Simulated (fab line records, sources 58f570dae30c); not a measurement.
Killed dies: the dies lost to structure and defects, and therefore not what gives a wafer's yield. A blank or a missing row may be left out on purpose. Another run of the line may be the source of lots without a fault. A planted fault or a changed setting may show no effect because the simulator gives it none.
Which tool is to blame? -- flow berkeley cmos170 -- 14 lots with 42 wafers sampled at 4 steps, on a route of 331 steps

WHAT EACH GAUGE READ, for each wafer
UCB170_ACTIVE_OVL_MEAS_14. Usual: ACTIVE_OVL gives -3 nm (standard deviation 6.5).
lot,measured,on,ACTIVE_OVL (nm),flag
L587,day 4 04:44,overlay-02,-3 -5 -6,
L590,day 4 12:58,overlay-02,2 8 0,
L589,day 4 12:42,overlay-02,3 7 5,
L591,day 4 18:55,overlay-01,-14 -11 -9,
L593,day 4 22:12,overlay-01,-7 -8 -10,
L595,day 6 04:17,overlay-02,1 3 2,
L598,day 6 19:10,overlay-02,-3 -1 -3,
L604,day 8 09:47,overlay-01,4 9 3,
L606,day 8 09:16,overlay-02,-8 -6 -10,
L607,day 8 09:30,overlay-01,-2 -3 -1,
L609,day 8 11:11,overlay-01,-5 2 1,
L610,day 8 20:19,overlay-01,-2 -5 -2,

UCB170_SACOX_THK_MEAS_02. Usual: SACOX_OXIDE_THK gives 14.47 nm (standard deviation 0.23).
lot,measured,on,SACOX_OXIDE_THK (nm),flag
L587,day 5 03:56,film metro-03,14.56 14.13 14.47,
L590,day 5 10:41,film metro-01,14.31 13.95 14.19,
L589,day 5 10:39,film metro-02,14.14 14.26 14.19,
L591,day 5 22:34,film metro-02,14.21 14.07 14.19,
L593,day 5 22:35,film metro-01,14.65 14.59 14.80,
L595,day 7 00:17,film metro-03,14.55 14.51 14.39,
L598,day 7 16:23,film metro-02,14.02 14.04 14.31,
L604,day 9 05:01,film metro-02,14.43 14.67 14.62,
L606,day 9 04:59,film metro-01,14.82 15.00 14.67,
L607,day 9 05:00,film metro-03,14.70 14.56 14.86,
L609,day 9 05:03,film metro-03,14.42 14.69 14.32,
L610,day 9 12:20,film metro-03,14.30 14.26 14.26,

UCB170_PVT_OVL_MEAS_06. Usual: PVT_OVL gives 1 nm (standard deviation 5.2).
lot,measured,on,PVT_OVL (nm),flag
L587,day 5 20:37,overlay-01,1 -4 -3,
L590,day 6 04:56,overlay-01,3 -1 8,
L589,day 6 04:22,overlay-01,1 -2 -2,
L591,day 6 10:31,overlay-01,-2 -3 2,
L593,day 6 10:37,overlay-02,8 0 4,
L595,day 7 10:50,overlay-01,-4 -8 -5,
L598,day 8 05:08,overlay-01,10 -1 6,
L604,day 9 15:54,overlay-02,5 -2 2,
L606,day 9 15:50,overlay-01,-7 -14 -9,
L607,day 9 16:07,overlay-01,13 8 -1,
L609,day 9 15:37,overlay-01,-3 5 0,
L610,day 9 18:43,overlay-02,5 2 6,

EACH LOT AND THE TOOL THAT RAN IT (in order: tool; ch and the chambers of the sampled wafers; start)
lot,UCB170_NWELL_EXPOSE_09
L587,"krf scanner-02 ch 0, day 2 11:07"
L590,"krf scanner-01 ch 0, day 2 17:50"
L589,"krf scanner-02 ch 0, day 2 18:07"
L591,"krf scanner-02 ch 0, day 2 19:14"
L593,"krf scanner-02 ch 0, day 3 06:40"
L595,"krf scanner-01 ch 0, day 3 21:36"
L598,"krf scanner-01 ch 0, day 4 16:24"
L602,"krf scanner-01, day 5 07:13"
L603,"krf scanner-02, day 5 15:52"
L604,"krf scanner-01 ch 0, day 5 23:22"
L606,"krf scanner-02 ch 0, day 6 10:16"
L607,"krf scanner-02 ch 0, day 6 11:26"
L609,"krf scanner-02 ch 0, day 6 17:15"
L610,"krf scanner-02 ch 0, day 6 22:29"
- UCB170_NWELL_EXPOSE_09: exposes mask NWELL, target cd 3000 nm.

AS READ BY THE TOOLS THEMSELVES (means over the sampled wafers that have a number; for cases with no such wafer, the mark the record gives instead)
UCB170_NWELL_EXPOSE_09. Usual: exposure dose mJ cm2 24.995, standard deviation 0.024; focus offset nm -0.1 nm, standard deviation 0.55.
lot,tool,exposure dose mJ cm2,focus offset nm (nm),flag
L587,krf scanner-02,24.994,-0.7,
L590,krf scanner-01,25.016,-0.3,
L589,krf scanner-02,25.012,-0.6,
L591,krf scanner-02,25.019,0.0,
L593,krf scanner-02,24.986,-0.2,
L595,krf scanner-01,24.947,-0.4,
L598,krf scanner-01,24.997,-0.2,
L602,krf scanner-01,-,-,OFF
L603,krf scanner-02,-,-,OFF
L604,krf scanner-01,24.973,0.6,
L606,krf scanner-02,24.990,0.7,
L607,krf scanner-02,25.010,-0.2,
L609,krf scanner-02,24.991,-0.3,
L610,krf scanner-02,25.010,-0.7,

THE ANSWER, worked out from the rows above alone
Rule: take the mean of a lot's wafers that have a number; if it is more than 3 standard deviations from the usual mean, the lot is off. A lot without any number at a reading at which 4 lots or more have one is off too. Any other lot the step has rows for is counted as sound. First the gauges in route order, then the tools' own readings, where a lot's mean is used as printed above. At the first step where some lot is off, the reading lying furthest off is the one used; lots without a number count as furthest.
Off, at UCB170_NWELL_EXPOSE_09 on exposure dose mJ cm2: L602, L603. Without a number there: L602, L603.
If a tool, at that step or one of the process steps before it, ran each lot that is off and ran no sound lot following the first of them, it fits. Of those tried, none fits.

WHAT THE SIMULATOR HAD PUT IN
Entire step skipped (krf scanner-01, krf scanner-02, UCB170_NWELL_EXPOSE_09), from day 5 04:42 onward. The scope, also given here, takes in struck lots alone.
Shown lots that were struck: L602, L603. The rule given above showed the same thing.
